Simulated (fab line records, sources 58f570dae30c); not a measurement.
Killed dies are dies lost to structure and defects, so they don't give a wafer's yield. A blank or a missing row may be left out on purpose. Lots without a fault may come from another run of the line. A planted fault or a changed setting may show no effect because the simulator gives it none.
fab line records | flow berkeley_cmos170 | part 2 of 2: steps 28 to 39 of 39
record lots=5 wafers=15 last_day=11
route steps=331 shown CONTACT@224 M1@238 V1@254
lots that met no fault: from a run of the same line without faults
start_h: hours from the record's first day to the start of the lot's first wafer shown | wait_h: hours since the lot's step before | " the same as in the row above | L1.1+2: a row that stands for several wafers | - no value, or no start given | * or withheld: withheld | < > ~ a bound
route shown NAME@n: a module of which the file shows steps, and the number in the route of the first | usual: mean/standard deviation of fault-free wafers | same: alike in all rows | chamber/n: place in a boat | sites: the reading at each site | _std_site: their standard deviation | _edge_site: outer sites' mean less inner sites' | radius_mm: how far each site lies from the wafer's centre | mask NAME#n: copy n | behind: the tool/chamber that last shaped the wafer | hold: why the lot was held/for how many hours/how that ended | device: the transistor (n, p or np) that didn't switch | end of line: the same wafers' tests at the end of the route | a step without rows: its recipe alone | killed: dies lost to structure and defects at the first sort, not the wafer's yield | map: a wafer's dies, x killed, . not, _ none there
set.NAME: the setting as run; set.NAME@STEP: as run at that earlier step | model.NAME: the simulator's own value behind a step, which no gauge read
lots at some steps of the route; a table a step, a row a wafer
services: from which hour (start_h, from the record's first day; less than 0 if before it) a tool's chamber was out of use, for how many hours, and why
## steps
# step UCB170_M1_STRIP_13
# recipe chemistry=O2 power_w=400 pressure_mtorr=3500 platen_temp_c=withheld o2_flow_sccm=400 overash_fraction=0.5
# usual drypump_motor_current_A=5.4/0.36 oes_product_au=0.720/0.0048
# columns lot.wafer tool chamber start_h wait_h drypump_motor_current_A oes_product_au rf_hours_counter_h
L080.2 plasma_asher-03 0 176.45 0.1 6.3 0.715 42
L080.5 " 1 " " 5.1 0.720 -
L080.6 " 0 " " 6.3 0.716 -
L083.1 plasma_asher-03 1 183.24 0.1 5.0 0.726 43
L083.2 " 0 " " 6.3 0.721 43
L083.3 " 0 " " 6.3 0.726 -
L089.1 plasma_asher-02 1 213.83 0.1 5.4 0.720 52
L089.2 " 0 " " 5.7 0.721 52
L089.5 " 1 " " 5.4 0.719 -
L088.2 plasma_asher-01 0 214.10 0.1 5.3 0.715 10
L088.4 " 0 " " 5.3 0.714 -
L088.5 " 0 " " 5.3 0.710 -
L097.2 plasma_asher-02 0 246.49 0.1 5.7 0.729 56
L097.5 " 0 " " 5.7 0.727 -
L097.6 " 1 " " 5.4 0.722 -
# step UCB170_M1_CD_MEAS_90
# recipe target_cd_nm=700
# usual cd_nm=699/4
# columns lot.wafer tool chamber start_h wait_h cd_nm
L080.2 cd_sem-02 - 176.57 0.1 702
L080.5 " - " " 693
L080.6 " - " " 702
L083.1 cd_sem-01 - 183.34 0.1 696
L083.2 " - " " 697
L083.3 " - " " 695
L089.1 cd_sem-01 - 213.93 0.1 695
L089.2 " - " " 700
L089.5 " - " " 697
L088.2 cd_sem-02 - 214.22 0.1 701
L088.4 " - " " 690
L088.5 " - " " 694
L097.2 cd_sem-02 - 246.61 0.1 697
L097.5 " - " " 704
L097.6 " - " " 697
# step UCB170_M1_ANNEAL_14
# recipe temp_c=400 time_s=1200 ambient=forming_gas
# columns lot.wafer tool chamber start_h wait_h
L080.2+5+6 - - 179.12 2.5
L083.1+2+3 - - 186.50 3.1
L088.2+4+5 - - 216.34 2.1
L089.1+2+5 - - 216.34 2.4
L097.2+5+6 - - 251.29 4.7
# step UCB170_V1_CVD_00
# recipe material=SiO2 target_thk_nm=2000 temp_c=390 precursor=TEOS/O2 time_s=250 rf_w=550 pressure_mtorr=9000
# usual heater_power_w=226/45 rf_fwd_power_W=548.3/1.9
# columns lot.wafer tool chamber start_h wait_h heater_power_w rf_fwd_power_W
L080.2 pecvd-01 1 180.45 0.0 293 549.9
L080.5 " 1 " " 222 550.3
L080.6 " 0 " " 154 546.5
L083.1 pecvd-01 2 187.84 0.0 203 546.9
L083.2 " 1 " " 299 551.1
L083.3 " 0 " " 217 545.2
L088.2 pecvd-02 2 217.68 0.0 224 548.3
L088.4 " 1 " " 298 545.1
L088.5 " 2 " " 279 549.2
L089.1 pecvd-04 1 217.68 0.0 313 549.0
L089.2 " 0 " " 237 549.5
L089.5 " 1 " " 222 549.4
L097.2 pecvd-04 2 252.62 0.0 196 548.4
L097.5 " 0 " " 165 548.1
L097.6 " 2 " " 238 546.7
# step UCB170_V1_THK_MEAS_01
# recipe reads=SiO2_of_V1_CVD_00
# usual V1_TEOS_THK=1997/27
# columns lot.wafer tool chamber start_h wait_h V1_TEOS_THK[nm]
L080.2 film_metro-03 - 180.61 0.1 1969
L080.5 " - " " 1991
L080.6 " - " " 2020
L083.1 film_metro-03 - 187.99 0.1 2011
L083.2 " - " " 1960
L083.3 " - " " 1957
L089.1 film_metro-04 - 217.83 0.1 1968
L089.2 " - " " 2001
L089.5 " - " " 1987
L088.2 film_metro-02 - 217.84 0.1 1953
L088.4 " - " " 1980
L088.5 " - " " 1992
L097.2 film_metro-02 - 252.79 0.1 1972
L097.5 " - " " 2033
L097.6 " - " " 2019
# step UCB170_V1_CMP_02
# recipe material=SiO2 down_force_psi=6 platen_rpm=60 pad_velocity_m_s=0.75398
# usual head_pressure_psi=6.001/0.013 motor_current_A=16.6/1.1
# columns lot.wafer tool chamber start_h wait_h head_pressure_psi motor_current_A
L080.2 cmp-02 0 180.66 0.0 6.007 16.7
L080.6 " 0 " " 5.990 17.2
L080.5 " 1 " " 5.993 17.3
L083.1 cmp-01 2 188.10 0.1 5.993 15.7
L083.3 " 3 " " 5.987 17.7
L083.2 " 0 " " 5.977 16.1
L089.1 cmp-02 1 217.89 0.1 5.996 17.4
L089.2 " 2 " " 5.999 15.2
L089.5 " 2 " " 6.000 15.3
L088.2 cmp-01 3 217.94 0.1 6.002 18.0
L088.4 " 1 " " 5.996 16.8
L088.5 " 3 " " 5.994 17.6
L097.2 cmp-01 2 253.14 0.3 5.995 14.9
L097.6 " 2 " " 6.017 15.8
L097.5 " 3 " " 5.989 17.8
# step UCB170_V1_BOW_MEAS_03
# recipe mode=bow
# usual V1_BOW=18/6.7
# columns lot.wafer tool chamber start_h wait_h V1_BOW[um]
L080.2 film_metro-04 - 180.98 0.3 12
L080.5 " - " " 25
L080.6 " - " " 17
L083.1 film_metro-02 - 188.35 0.2 19
L083.2 " - " " 11
L083.3 " - " " 2
L089.1 film_metro-03 - 218.19 0.2 10
L089.2 " - " " 14
L089.5 " - " " 18
L088.2 film_metro-02 - 218.21 0.2 28
L088.4 " - " " 25
L088.5 " - " " 24
L097.2 film_metro-03 - 253.46 0.3 25
L097.5 " - " " 17
L097.6 " - " " 22
# step UCB170_V1_THK_MEAS_04
# recipe reads=SiO2_of_V1_CVD_00
# usual V1_POLISHED_THK=1000.2/1.4
# columns lot.wafer tool chamber start_h wait_h V1_POLISHED_THK[nm]
L080.2 film_metro-04 - 181.09 0.1 999.5
L080.5 " - " " 998.1
L080.6 " - " " 999.9
L083.1 film_metro-02 - 188.47 0.1 1001.4
L083.2 " - " " 1003.2
L083.3 " - " " 999.8
L089.1 film_metro-03 - 218.31 0.1 999.3
L089.2 " - " " 999.3
L089.5 " - " " 999.7
L088.2 film_metro-02 - 218.32 0.1 1000.6
L088.4 " - " " 1000.4
L088.5 " - " " 1001.9
L097.2 film_metro-03 - 253.57 0.1 1000.5
L097.5 " - " " 1001.9
L097.6 " - " " 1000.8
# step UCB170_V1_CLEAN_05
# recipe chemistry=DIW
# columns lot.wafer tool chamber start_h wait_h
L080.2+5+6 wet_bench-03 0 181.14 0.0
L083.1+2+3 wet_bench-01 0 188.57 0.1
L088.2+4+5 wet_bench-01 1 218.50 0.2
L089.1+2+5 wet_bench-01 3 218.50 0.2
L097.2+5+6 wet_bench-03 0 253.62 0.0
# step UCB170_V1_HMDS_06
# recipe prime_time_s=60 prime_temp_c=100
# same prime_time_s=60
# columns lot.wafer tool chamber start_h wait_h
L080.2+5+6 litho_track-01 0 181.76 0.4
L083.1+2+3 litho_track-04 0 189.02 0.3
L089.1+2+5 litho_track-01 0 218.67 0.0
L088.2+4+5 litho_track-03 0 218.70 0.0
L097.2+5+6 litho_track-01 0 253.82 0.0
# step UCB170_V1_COAT_07
# recipe resist=KrF spin_rpm=1500 resist_thk_nm=900
# columns lot.wafer tool chamber start_h wait_h
L080.2+5+6 litho_track-01 0 181.91 0.1
L083.1+2+3 litho_track-04 0 189.17 0.1
L089.1+2+5 litho_track-01 0 218.82 0.1
L088.2+4+5 litho_track-03 0 218.85 0.1
L097.2+5+6 litho_track-01 0 253.97 0.1
# step UCB170_V1_SOFTBAKE_08
# recipe resist=KrF temp_c=130 time_s=60
# columns lot.wafer tool chamber start_h wait_h
L080.2+5+6 litho_track-01 0 182.06 0.1
L083.1+2+3 litho_track-04 0 189.32 0.1
L089.1+2+5 litho_track-01 0 218.97 0.1
L088.2+4+5 litho_track-03 0 219.00 0.1
L097.2+5+6 litho_track-01 0 254.12 0.1
## services
# columns tool chamber start_h hours kind
cmp-02 - 160.51 4.4 pm
krf_scanner-02 - 171.65 1.0 pm
furnace-02 - 180.45 2.6 pm
rie_diel-02 - 186.69 0.1 repair
furnace-04 - 191.66 3.7 pm
wet_bench-01 - 195.35 0.9 repair
pvd_sputter-03 - 195.92 5.0 repair
furnace-04 - 198.23 2.1 repair
pecvd-04 1 199.89 5.2 repair
furnace-04 - 203.03 3.4 pm
pvd_sputter-02 - 210.42 9.8 repair
krf_scanner-02 - 210.50 4.0 pm
krf_scanner-01 - 214.52 4.0 pm
rie_metal-04 1 218.25 22.4 repair
rie_diel-04 - 229.03 28.1 pm
cmp-02 - 232.10 4.0 pm
krf_scanner-02 - 237.65 0.8 pm
cmp-02 - 238.24 5.0 pm
pvd_sputter-03 - 242.20 0.6 repair
cmp-01 - 243.27 4.2 pm
rie_diel-01 2 246.30 10.0 repair
krf_scanner-01 - 247.65 1.0 pm
rie_diel-01 0 253.06 8.4 repair
rie_diel-01 3 253.29 6.6 repair
